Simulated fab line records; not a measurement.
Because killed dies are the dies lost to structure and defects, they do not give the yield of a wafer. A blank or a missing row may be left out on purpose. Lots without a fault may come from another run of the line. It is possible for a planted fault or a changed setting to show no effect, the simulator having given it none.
fab line records + flow rit-cmos
[record]
- lots = 14
- wafers = 42
- last-day = 7
route steps=202 shown ACTIVE@1 SPACER@130 NSD@140 PSD@151 M1@202
lots with no fault: from the same line, run without faults
start-h: start of the lot's first displayed wafer, in hours after the record's first day + wait-h: hours since the lot's step before + " unchanged from the row above + L1.1+2: a single row standing in for several wafers + - value missing, or start not given + * or withheld: withheld + < > ~ a bound
route shown NAME@n: a module of which the file shows steps, and the number in the route of the first + usual: mean and standard deviation over wafers with no fault + same: alike in all rows + chamber/n: place in a boat + sites: the reading at each site + _std_site: standard deviation across them + _edge_site: the outer-site mean with the inner-site mean subtracted + radius-mm: for every site, how far away it sits from the centre of the wafer + mask NAME#n: copy n + behind: tool/chamber where the wafer was last shaped + hold: why the lot was held/for how many hours/how that ended + device: transistor that didn't switch, given as n, p or np + end of line: the same wafers' tests at the end of the route + where a step has no rows: the recipe by itself + killed: dies lost to structure and defects at the first sort, not the wafer's yield + map: per-die view of a wafer (x killed, . not killed, _ where there is no die)
set.NAME: the setting the step ran with; set.NAME@STEP: the setting that earlier step ran with + model.NAME: the simulator's own value behind a step, which no gauge read
a sample of lots followed through the steps of the route, with each step as a table and each wafer as a row
services: from which hour (start-h, from the record's first day; less than 0 if before it) a tool's chamber was out of use, for how many hours, and why
[[steps]]
[step RIT_ACTIVE_BOW_MEAS_00]
[recipe]
- mode = bow
[usual]
- INCOMING_BOW = 0/7.5
| lot.wafer | tool          | chamber | start-h | wait-h | INCOMING_BOW[um] |
|-----------|---------------|---------|---------|--------|------------------|
| L808.3    | film-metro-02 | -       | 10.04   | -      | -6               |
| L808.4    | "             | -       | "       | "      | 5                |
| L808.6    | "             | -       | "       | "      | -2               |
| L809.2    | film-metro-03 | -       | 15.02   | -      | -9               |
| L809.3    | "             | -       | "       | "      | 1                |
| L809.6    | "             | -       | "       | "      | -3               |
| L811.2    | film-metro-03 | -       | 25.02   | -      | 3                |
| L811.4    | "             | -       | "       | "      | -7               |
| L811.6    | "             | -       | "       | "      | -7               |
| L813.2    | film-metro-02 | -       | 35.02   | -      | 2                |
| L813.5    | "             | -       | "       | "      | 8                |
| L813.6    | "             | -       | "       | "      | 0                |
| L814.1    | film-metro-04 | -       | 40.00   | -      | 10               |
| L814.4    | "             | -       | "       | "      | 6                |
| L814.6    | "             | -       | "       | "      | -3               |
| L815.3    | film-metro-02 | -       | 45.04   | -      | 14               |
| L815.5    | "             | -       | "       | "      | -2               |
| L815.6    | "             | -       | "       | "      | 4                |
| L816.2    | film-metro-03 | -       | 50.02   | -      | 1                |
| L816.3    | "             | -       | "       | "      | 2                |
| L816.4    | "             | -       | "       | "      | -5               |
| L817.1    | film-metro-03 | -       | 55.00   | -      | 0                |
| L817.2    | "             | -       | "       | "      | 0                |
| L817.5    | "             | -       | "       | "      | -11              |
| L818.2    | film-metro-04 | -       | 60.02   | -      | 6                |
| L818.3    | "             | -       | "       | "      | -4               |
| L818.5    | "             | -       | "       | "      | -2               |
| L819.1    | film-metro-02 | -       | 65.00   | -      | -2               |
| L819.2    | "             | -       | "       | "      | -5               |
| L819.3    | "             | -       | "       | "      | -6               |
| L820.1    | film-metro-04 | -       | 70.00   | -      | -6               |
| L820.2    | "             | -       | "       | "      | -4               |
| L820.6    | "             | -       | "       | "      | -2               |
| L821.1    | film-metro-02 | -       | 75.00   | -      | -2               |
| L821.2    | "             | -       | "       | "      | -1               |
| L821.3    | "             | -       | "       | "      | -9               |
| L822.4    | film-metro-03 | -       | 80.06   | -      | -5               |
| L822.5    | "             | -       | "       | "      | 3                |
| L822.6    | "             | -       | "       | "      | 8                |
| L831.1    | film-metro-04 | -       | 125.00  | -      | 4                |
| L831.3    | "             | -       | "       | "      | 4                |
| L831.6    | "             | -       | "       | "      | -5               |
[step RIT_SPACER_ETCHBACK_05]
[recipe]
- target-depth-a = 2500
- SF6_flow_sccm = 30
- CHF3_flow_sccm = 30
- target = Si3N4
- chemistry = SF6/CHF3
- pressure-mtorr = 40
- rf-w = 250
- time-s = 240
- stop-on = SiO2
[usual]
- drypump-motor-current-A = 5.8/0.5
- oes-product-au = 0.842/0.015
- throttle-valve-pct = 10.29/0.15
| lot.wafer | tool        | chamber | start-h | wait-h | drypump-motor-current-A | oes-product-au | rf-hours-counter-h | throttle-valve-pct |
|-----------|-------------|---------|---------|--------|-------------------------|----------------|--------------------|--------------------|
| L808.3    | rie-diel-01 | 3       | 51.03   | 0.0    | 5.0                     | 0.852          | 10                 | 10.37              |
| L808.4    | "           | 2       | "       | "      | 5.4                     | 0.840          | 117                | 10.10              |
| L808.6    | "           | 3       | "       | "      | 5.0                     | 0.840          | -                  | 10.38              |
| L809.2    | rie-diel-04 | 0       | 55.49   | 0.0    | 5.9                     | 0.829          | 126                | 10.05              |
| L809.3    | "           | 2       | "       | "      | 6.3                     | 0.846          | 120                | 10.37              |
| L809.6    | "           | 3       | "       | "      | 6.0                     | 0.861          | -                  | 10.28              |
| L811.2    | rie-diel-01 | 0       | 69.85   | 0.0    | 6.6                     | 0.837          | 3                  | 10.19              |
| L811.4    | "           | 3       | "       | "      | 5.0                     | 0.849          | 10                 | 10.38              |
| L811.6    | "           | 0       | "       | "      | 6.6                     | 0.837          | -                  | 10.18              |
| L813.2    | rie-diel-04 | 0       | 77.76   | 0.0    | 5.9                     | 0.821          | 126                | 10.02              |
| L813.5    | "           | 1       | "       | "      | 5.6                     | 0.853          | -                  | 10.34              |
| L813.6    | "           | 2       | "       | "      | 6.3                     | 0.819          | -                  | 10.38              |
| L814.1    | rie-diel-01 | 2       | 80.94   | 0.1    | 5.4                     | 0.822          | 117                | 10.08              |
| L814.4    | "           | 1       | "       | "      | 5.7                     | 0.830          | 131                | 10.55              |
| L814.6    | "           | 3       | "       | "      | 5.0                     | 0.824          | -                  | 10.35              |
| L815.3    | rie-diel-01 | 0       | 87.99   | 0.0    | 6.6                     | 0.836          | 3                  | 10.17              |
| L815.5    | "           | 0       | "       | "      | 6.6                     | 0.828          | -                  | 10.15              |
| L815.6    | "           | 1       | "       | "      | 5.7                     | 0.834          | -                  | 10.54              |
| L816.2    | rie-diel-03 | 2       | 93.08   | 0.0    | 6.2                     | 0.854          | 8                  | 10.18              |
| L816.3    | "           | 3       | "       | "      | 4.8                     | 0.862          | 66                 | 10.32              |
| L816.4    | "           | 1       | "       | "      | 5.9                     | 0.830          | 111                | 10.42              |
| L817.1    | rie-diel-03 | 0       | 99.56   | 0.1    | 5.5                     | 0.846          | 52                 | 10.38              |
| L817.2    | "           | 2       | "       | "      | 6.2                     | 0.855          | 8                  | 10.17              |
| L817.5    | "           | 3       | "       | "      | 4.9                     | 0.860          | -                  | 10.33              |
| L818.2    | rie-diel-01 | 2       | 101.48  | 0.0    | 5.4                     | 0.834          | 118                | 10.10              |
| L818.3    | "           | 3       | "       | "      | 5.0                     | 0.837          | 11                 | 10.37              |
| L818.5    | "           | 3       | "       | "      | 5.0                     | 0.841          | -                  | 10.37              |
| L819.1    | rie-diel-01 | 1       | 106.55  | 0.1    | 5.7                     | 0.831          | 132                | 10.56              |
| L819.2    | "           | 3       | "       | "      | 5.0                     | 0.834          | 11                 | 10.37              |
| L819.3    | "           | 2       | "       | "      | 5.4                     | 0.817          | 118                | 10.12              |
| L820.1    | rie-diel-04 | 2       | 111.14  | 0.1    | 6.2                     | 0.822          | 121                | 10.36              |
| L820.2    | "           | 1       | "       | "      | 5.6                     | 0.850          | 1                  | 10.32              |
| L820.6    | "           | 1       | "       | "      | 5.5                     | 0.854          | -                  | 10.32              |
| L821.1    | rie-diel-01 | 0       | 113.09  | 0.1    | 6.6                     | 0.821          | 4                  | 10.17              |
| L821.2    | "           | 3       | "       | "      | 5.0                     | 0.836          | 11                 | 10.36              |
| L821.3    | "           | 1       | "       | "      | 5.7                     | 0.834          | 132                | 10.55              |
| L822.4    | rie-diel-03 | 1       | 120.63  | 0.0    | 5.9                     | 0.834          | 111                | 10.41              |
| L822.5    | "           | 2       | "       | "      | 6.2                     | 0.864          | -                  | 10.17              |
| L822.6    | "           | 3       | "       | "      | 4.8                     | 0.879          | -                  | 10.33              |
| L831.1    | rie-diel-04 | 2       | 164.16  | 0.1    | 6.2                     | 0.842          | 122                | 10.37              |
| L831.3    | "           | 3       | "       | "      | 6.0                     | 0.876          | 97                 | 10.29              |
| L831.6    | "           | 0       | "       | "      | 5.9                     | 0.834          | -                  | 10.02              |
[step RIT_NSD_STRIP_09]
[recipe]
- chemistry = O2
- time-s = 180
- resist = NOVOLAK
- platen-temp-c = withheld
- power-w = 500
- pressure-mtorr = 4000
- o2-flow-sccm = 4000
[usual]
- drypump-motor-current-A = 5.84/0.17
- rf-refl-power-W = 6.7/1.5
| lot.wafer | tool            | chamber | start-h | wait-h | drypump-motor-current-A | rf-hours-counter-h | rf-refl-power-W |
|-----------|-----------------|---------|---------|--------|-------------------------|--------------------|-----------------|
| L808.3    | plasma-asher-01 | 0       | 52.68   | 0.1    | 6.11                    | -                  | 5.3             |
| L808.4    | "               | 1       | "       | "      | 5.64                    | -                  | 5.9             |
| L808.6    | "               | 1       | "       | "      | 5.63                    | -                  | 5.9             |
| L809.2    | plasma-asher-03 | 1       | 56.95   | 0.1    | 6.05                    | 41                 | 6.0             |
| L809.3    | "               | 0       | "       | "      | 5.66                    | -                  | 9.9             |
| L809.6    | "               | 0       | "       | "      | 5.69                    | -                  | 10.1            |
| L811.2    | plasma-asher-03 | 1       | 71.25   | 0.1    | 6.04                    | 42                 | 5.9             |
| L811.4    | "               | 0       | "       | "      | 5.67                    | -                  | 10.2            |
| L811.6    | "               | 1       | "       | "      | 6.08                    | -                  | 5.8             |
| L813.2    | plasma-asher-01 | 0       | 79.26   | 0.1    | 6.09                    | 43                 | 5.3             |
| L813.5    | "               | 1       | "       | "      | 5.64                    | -                  | 5.7             |
| L813.6    | "               | 0       | "       | "      | 6.11                    | -                  | 5.2             |
| L814.1    | plasma-asher-03 | 0       | 82.67   | 0.1    | 5.70                    | 43                 | 10.1            |
| L814.4    | "               | 1       | "       | "      | 6.06                    | -                  | 6.2             |
| L814.6    | "               | 1       | "       | "      | 6.04                    | -                  | 6.2             |
| L815.3    | plasma-asher-02 | 0       | 89.51   | 0.1    | 5.74                    | -                  | 8.1             |
| L815.5    | "               | 0       | "       | "      | 5.75                    | -                  | 8.2             |
| L815.6    | "               | 1       | "       | "      | 5.87                    | -                  | 5.9             |
| L816.2    | plasma-asher-01 | 0       | 94.42   | 0.1    | 6.10                    | 45                 | 5.1             |
| L816.3    | "               | 0       | "       | "      | 6.11                    | -                  | 4.8             |
| L816.4    | "               | 1       | "       | "      | 5.64                    | -                  | 5.9             |
| L817.1    | plasma-asher-02 | 1       | 100.90  | 0.1    | 5.91                    | 46                 | 5.8             |
| L817.2    | "               | 0       | "       | "      | 5.72                    | 46                 | 8.3             |
| L817.5    | "               | 0       | "       | "      | 5.73                    | -                  | 8.4             |
| L818.2    | plasma-asher-02 | 0       | 102.96  | 0.1    | 5.69                    | 47                 | 8.2             |
| L818.3    | "               | 0       | "       | "      | 5.73                    | -                  | 8.3             |
| L818.5    | "               | 1       | "       | "      | 5.87                    | -                  | 5.7             |
| L819.1    | plasma-asher-01 | 0       | 108.05  | 0.1    | 6.08                    | 46                 | 5.1             |
| L819.2    | "               | 1       | "       | "      | 5.66                    | 46                 | 5.8             |
| L819.3    | "               | 1       | "       | "      | 5.64                    | -                  | 5.5             |
| L820.1    | plasma-asher-02 | 1       | 112.47  | 0.1    | 5.89                    | 48                 | 5.6             |
| L820.2    | "               | 0       | "       | "      | 5.74                    | 48                 | 7.9             |
| L820.6    | "               | 1       | "       | "      | 5.91                    | -                  | 6.2             |
| L821.1    | plasma-asher-03 | 0       | 114.60  | 0.1    | 5.70                    | 47                 | 9.9             |
| L821.2    | "               | 1       | "       | "      | 6.02                    | 47                 | 6.0             |
| L821.3    | "               | 0       | "       | "      | 5.69                    | -                  | 9.9             |
| L822.4    | plasma-asher-01 | 1       | 122.15  | 0.1    | 5.64                    | -                  | 5.9             |
| L822.5    | "               | 0       | "       | "      | 6.12                    | -                  | 5.1             |
| L822.6    | "               | 1       | "       | "      | 5.62                    | -                  | 6.0             |
| L831.1    | plasma-asher-01 | 1       | 165.50  | 0.1    | 5.62                    | 5                  | 5.8             |
| L831.3    | "               | 0       | "       | "      | 6.12                    | -                  | 5.3             |
| L831.6    | "               | 1       | "       | "      | 5.63                    | -                  | 5.8             |
[step RIT_PSD_STRIP_09]
[recipe]
- chemistry = O2
- time-s = 180
- resist = NOVOLAK
- platen-temp-c = withheld
- power-w = 500
- pressure-mtorr = 4000
- o2-flow-sccm = 4000
[usual]
- drypump-motor-current-A = 5.6/0.34
- rf-refl-power-W = 6.2/0.95
| lot.wafer | tool            | chamber | start-h | wait-h | drypump-motor-current-A | rf-hours-counter-h | rf-refl-power-W |
|-----------|-----------------|---------|---------|--------|-------------------------|--------------------|-----------------|
| L808.3    | plasma-asher-02 | 1       | 54.22   | 0.1    | 5.9                     | -                  | 5.8             |
| L808.4    | "               | 0       | "       | "      | 5.7                     | -                  | 8.2             |
| L808.6    | "               | 0       | "       | "      | 5.8                     | -                  | 8.0             |
| L809.2    | plasma-asher-02 | 1       | 58.37   | 0.1    | 5.9                     | 42                 | 5.7             |
| L809.3    | "               | 1       | "       | "      | 5.9                     | -                  | 5.7             |
| L809.6    | "               | 1       | "       | "      | 5.9                     | -                  | 5.2             |
| L811.2    | plasma-asher-01 | 1       | 72.80   | 0.1    | 5.7                     | 42                 | 5.4             |
| L811.4    | "               | 1       | "       | "      | 5.7                     | -                  | 5.8             |
| L811.6    | "               | 1       | "       | "      | 5.7                     | -                  | 5.6             |
| L813.2    | plasma-asher-04 | 0       | 80.95   | 0.1    | 5.0                     | 28                 | 6.3             |
| L813.5    | "               | 0       | "       | "      | 5.0                     | -                  | 6.1             |
| L813.6    | "               | 1       | "       | "      | 5.5                     | -                  | 6.5             |
| L814.1    | plasma-asher-04 | 0       | 84.22   | 0.1    | 5.0                     | 29                 | 6.1             |
| L814.4    | "               | 0       | "       | "      | 5.0                     | -                  | 6.6             |
| L814.6    | "               | 0       | "       | "      | 5.0                     | -                  | 6.5             |
| L815.3    | plasma-asher-01 | 0       | 91.06   | 0.1    | 6.1                     | -                  | 5.2             |
| L815.5    | "               | 0       | "       | "      | 6.1                     | -                  | 5.3             |
| L815.6    | "               | 1       | "       | "      | 5.6                     | -                  | 5.8             |
| L816.2    | plasma-asher-01 | 0       | 95.97   | 0.1    | 6.1                     | 45                 | 5.4             |
| L816.3    | "               | 0       | "       | "      | 6.1                     | -                  | 5.1             |
| L816.4    | "               | 1       | "       | "      | 5.6                     | -                  | 6.1             |
| L817.1    | plasma-asher-04 | 0       | 102.59  | 0.1    | 5.0                     | 31                 | 6.1             |
| L817.2    | "               | 1       | "       | "      | 5.5                     | 31                 | 5.9             |
| L817.5    | "               | 0       | "       | "      | 5.0                     | -                  | 6.2             |
| L818.2    | plasma-asher-01 | 0       | 104.38  | 0.1    | 6.1                     | 46                 | 5.1             |
| L818.3    | "               | 0       | "       | "      | 6.1                     | -                  | 5.3             |
| L818.5    | "               | 0       | "       | "      | 6.1                     | -                  | 5.3             |
| L819.1    | plasma-asher-04 | 0       | 109.47  | 0.1    | 5.0                     | 31                 | 6.2             |
| L819.2    | "               | 1       | "       | "      | 5.5                     | 31                 | 6.0             |
| L819.3    | "               | 1       | "       | "      | 5.5                     | -                  | 6.0             |
| L820.1    | plasma-asher-04 | 1       | 114.13  | 0.1    | 5.6                     | 32                 | 6.1             |
| L820.2    | "               | 0       | "       | "      | 5.0                     | 32                 | 6.3             |
| L820.6    | "               | 1       | "       | "      | 5.5                     | -                  | 6.1             |
| L821.1    | plasma-asher-04 | 1       | 116.17  | 0.1    | 5.5                     | 33                 | 6.2             |
| L821.2    | "               | 0       | "       | "      | 5.0                     | 33                 | 6.2             |
| L821.3    | "               | 0       | "       | "      | 5.0                     | -                  | 6.2             |
| L822.4    | plasma-asher-04 | 0       | 123.70  | 0.1    | 5.0                     | -                  | 6.0             |
| L822.5    | "               | 0       | "       | "      | 5.0                     | -                  | 6.4             |
| L822.6    | "               | 1       | "       | "      | 5.5                     | -                  | 5.3             |
| L831.1    | plasma-asher-01 | 0       | 167.04  | 0.1    | 6.1                     | 5                  | 5.4             |
| L831.3    | "               | 1       | "       | "      | 5.6                     | -                  | 6.0             |
| L831.6    | "               | 1       | "       | "      | 5.6                     | -                  | 6.0             |
[step RIT_M1_PROBE_99]
[usual]
- killed-at-contacts = 0.1/0.31
- killed-at-front-end = 8/3.1
- killed-dies = 8/3.2
- killed-on-rim = 2.1/1.6
- killed-open = 3.9/2.2
- killed-short = 3.8/2.1
[same]
- gross-dies = 264
- killed_at_M0_to_M3 = 0
- killed_at_M4_up = 0
- killed-at-back-side = 0
- killed-at-other = 0
| lot.wafer | tool      | chamber | start-h | wait-h | killed-at-contacts | killed-at-front-end | killed-dies | killed-on-rim | killed-open | killed-short |
|-----------|-----------|---------|---------|--------|--------------------|---------------------|-------------|---------------|-------------|--------------|
| L821.1    | prober-01 | -       | 124.24  | 0.1    | 0                  | 25                  | 25          | 7             | 1           | 4            |
| L821.2    | prober-01 | -       | 124.29  | 0.1    | 0                  | 13                  | 13          | 5             | 5           | 8            |
| L821.3    | prober-01 | -       | 124.34  | 0.2    | 0                  | 7                   | 7           | 2             | 3           | 4            |
| L822.4    | prober-02 | -       | 132.17  | 0.2    | 0                  | 3                   | 3           | 1             | 1           | 2            |
| L822.5    | prober-02 | -       | 132.22  | 0.2    | 0                  | 11                  | 11          | 3             | 9           | 2            |
| L822.6    | prober-02 | -       | 132.27  | 0.2    | 0                  | 23                  | 23          | 8             | 2           | 3            |
// killed by level:class
L821.1 PSD:unspecified=20 GATE:geometric-particle:short=2 FOX2:geometric-particle:short=1 REOX:geometric-particle:open=1 SPACER:geometric-particle:short=1
L821.2 GATE:geometric-particle:short=5 GATE:geometric-particle:open=3 FOX1:geometric-particle:short=2 ACTIVE:geometric-particle:open=1 SPACER:geometric-particle:open=1 SILICIDE:geometric-particle:short=1
L821.3 GATE:geometric-particle:open=2 GATE:geometric-particle:short=2 REOX:geometric-particle:short=1 REOX:geometric-particle:open=1 SPACER:geometric-particle:short=1
L822.4 FOX2:geometric-particle:short=2 FOX2:geometric-particle:open=1
L822.5 FOX2:geometric-particle:open=3 FOX2:geometric-particle:short=2 GATE:geometric-particle:open=2 FOX1:geometric-particle:open=1 REOX:geometric-particle:open=1 SPACER:geometric-particle:open=1 SILICIDE:geometric-particle:open=1
L822.6 PSD:unspecified=18 GATE:geometric-particle:open=2 GATE:geometric-particle:short=2 FOX2:geometric-particle:short=1
[[services]]
| tool            | chamber | start-h | hours | kind           |
|-----------------|---------|---------|-------|----------------|
| rie-diel-04     | 2       | 39.09   | 4.6   | repair         |
| rie-diel-04     | 1       | 43.79   | 6.4   | repair         |
| rie-diel-03     | 0       | 48.54   | 3.1   | repair         |
| rie-diel-04     | 1       | 54.57   | -     | clean          |
| rie-diel-04     | 1       | 54.57   | 21.7  | scheduled-down |
| rie-diel-04     | 1       | 54.57   | 21.7  | vent-cycle     |
| plasma-asher-01 | -       | 55.06   | 1.2   | repair         |
| plasma-asher-02 | -       | 72.75   | 2.8   | pm             |
| rie-diel-03     | 0       | 83.63   | 2.8   | repair         |
| rie-diel-04     | 1       | 89.53   | 1.7   | repair         |
| rie-diel-04     | -       | 91.82   | 2.8   | pm             |
| rie-diel-04     | 0       | 99.78   | 12.5  | repair         |
| plasma-asher-01 | -       | 108.90  | 9.0   | pm             |
| plasma-asher-01 | 0       | 108.90  | 9.0   | vent-cycle     |
| plasma-asher-01 | 1       | 108.90  | 9.0   | vent-cycle     |
| rie-diel-01     | 2       | 113.30  | 7.1   | repair         |
| plasma-asher-01 | 0       | 117.90  | -     | clean          |
| plasma-asher-01 | 1       | 117.90  | -     | clean          |
| rie-diel-01     | 3       | 118.74  | 1.6   | repair         |
| plasma-asher-04 | -       | 132.08  | 5.2   | repair         |
| rie-diel-01     | 0       | 144.86  | 6.6   | repair         |
| rie-diel-04     | 3       | 152.95  | 2.2   | repair         |
| rie-diel-04     | 1       | 158.68  | 1.5   | repair         |
[[key]]
[first-sign]
- step = RIT_M1_PROBE_99
- reading = killed-at-front-end
- direction = up
- sigmas = 5.2
- usual = 8
- struck = 24
[effect]
- step = RIT_M1_PROBE_99
- reading = killed-dies
- direction = up
- sigmas = 5.1
- usual = 8
- struck = 24
met-at RIT_PSD_STRIP_09
struck-lots L821,L822
struck-wafers L821.1,L822.6
tester-left-out L821,L822
not-acting-at RIT_ACTIVE_BOW_MEAS_00,RIT_SPACER_ETCHBACK_05,RIT_NSD_STRIP_09
onset-between 114.13 116.17
[fault]
- kind = chamber-particle-source
- tool = plasma-asher-04
- chamber = 1
- onset-h = 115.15
- steps = RIT_PSD_STRIP_09
- rate-per-visit-cm2 = 0.66596
- end-h = 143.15
// tester-left-out: of these lots the tester's yield and bins aren't shown, on N5 and GAA mostly nor the transistor test; their killed dies are dies lost to structure and defects alone, not to doping, threshold or leakage, so they don't give the yield
